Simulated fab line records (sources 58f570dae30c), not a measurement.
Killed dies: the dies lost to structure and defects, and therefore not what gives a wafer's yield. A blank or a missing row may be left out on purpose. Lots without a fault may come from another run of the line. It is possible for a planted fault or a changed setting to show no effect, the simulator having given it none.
2 desks, one fault | flow berkeley cmos170 | each desk holds nothing but its own numbers, with what lay behind them at the end

== METROLOGY DESK ==
What the gauges read, lot by lot, whatever tool the lot ran on: means of the sampled wafers that have a number. If a lot's mean is further than 4 standard deviations from the usual mean, the lot is out of limits and carries the mark OUT (the distance appears in the brackets).
Columns: A = FIELD_OXIDE_THK at UCB170_FIELD_THK_MEAS_02, usual 556 nm; B = NLDD_RS at UCB170_SDANNEAL_RS_MEAS_05, usual 616.6 ohm/sq; C = cd nm at UCB170_CONTACT_CD_MEAS_15, usual 700.3 nm; D = cd nm at UCB170_M1_CD_MEAS_90, usual 700.4 nm
lot  | first seen here | A   | B     | C     | D
L923 | day 5 15:29     | 545 | 616.5 | 701.5 | 699.8
L924 | day 5 15:29     | 556 | 617.2 | 703.3 | 697.8
L925 | day 6 05:34     | 562 | 617.3 | 701.4 | 698.1
L926 | day 6 05:35     | 563 | 613.8 | 699.2 | 701.7
L929 | day 6 20:58     | 568 | 614.7 | 700.0 | 700.4
L928 | day 6 20:59     | 565 | 616.1 | 700.6 | 701.3
L927 | day 6 21:01     | 560 | 615.9 | 699.8 | 698.0
L931 | day 7 09:49     | 551 | 616.5 | 700.5 | 703.8
L933 | day 7 09:49     | 548 | 617.0 | 698.1 | 701.6
L930 | day 8 04:58     | 572 | 616.9 | 699.8 | 694.2
L935 | day 8 10:21     | 556 | 617.7 | 699.0 | 696.8
L939 | day 9 02:35     | 552 | 616.9 | 701.1 | 699.9
L943 | day 9 17:36     | 554 | 616.7 | 700.2 | 698.6
L944 | day 10 11:56    | 567 | 617.4 | 701.9 | 701.5
This desk's verdict: no lot among the 14 shows anything out of limits.

== DESK OF THE TOOL OWNER: rie metal-04 ==
The tool's own readings at UCB170_M1_METAL_ETCH_12 (etches Al in Cl2/BCl3, stops on PSG, target depth 780 nm, time 130 s): means of the sampled wafers that have a number, for each lot that ran on this tool. If a lot's mean is further than 4 standard deviations from the usual mean, the lot is out of limits and carries the mark OUT (the distance appears in the brackets).
Columns: A = drypump motor current A at UCB170_M1_METAL_ETCH_12, usual 5.6 A; B = oes product au at UCB170_M1_METAL_ETCH_12, usual 0.852 a.u.; C = rf fwd power W at UCB170_M1_METAL_ETCH_12, usual 597.7 W; D = throttle valve pct at UCB170_M1_METAL_ETCH_12, usual 24.26 %
lot  | first seen here | A   | B     | C               | D
L924 | day 8 12:05     | 5.8 | 0.849 | 597.1           | 24.20
L926 | day 9 04:55     | 5.7 | 0.857 | 597.4           | 24.17
L927 | day 10 02:27    | 5.7 | 0.861 | 597.6           | 24.17
L933 | day 10 03:43    | 5.7 | 0.865 | 597.9           | 24.16
L930 | day 11 11:56    | 5.7 | 0.863 | 676.9 (+40) OUT | 24.17
L935 | day 12 00:52    | 5.7 | 0.855 | 677.3 (+40) OUT | 24.17
This desk finds L930, L935 out of limits, L930 being first, at day 11 11:56 (rf fwd power W at UCB170_M1_METAL_ETCH_12). L924, L926, L927, L933: within limits.

== TAKEN TOGETHER ==
On L930, L935, at day 11 11:56, an alarm was possible from the tool owner's desk.
From the metrology desk's view, nothing was out of limits.
The metrology desk has L930, L935 on record, within its limits.
Of the lots named, all ran UCB170_M1_METAL_ETCH_12 on rie metal-04.

== WHAT THE SIMULATOR PUT IN ==
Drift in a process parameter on rie metal-04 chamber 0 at UCB170_M1_METAL_ETCH_12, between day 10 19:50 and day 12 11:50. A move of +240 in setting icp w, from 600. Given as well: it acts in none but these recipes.
Struck lots among those shown: L930, L935.
Hours from the fault's start to each desk's first reading out of limits: the tool owner's desk, 16.
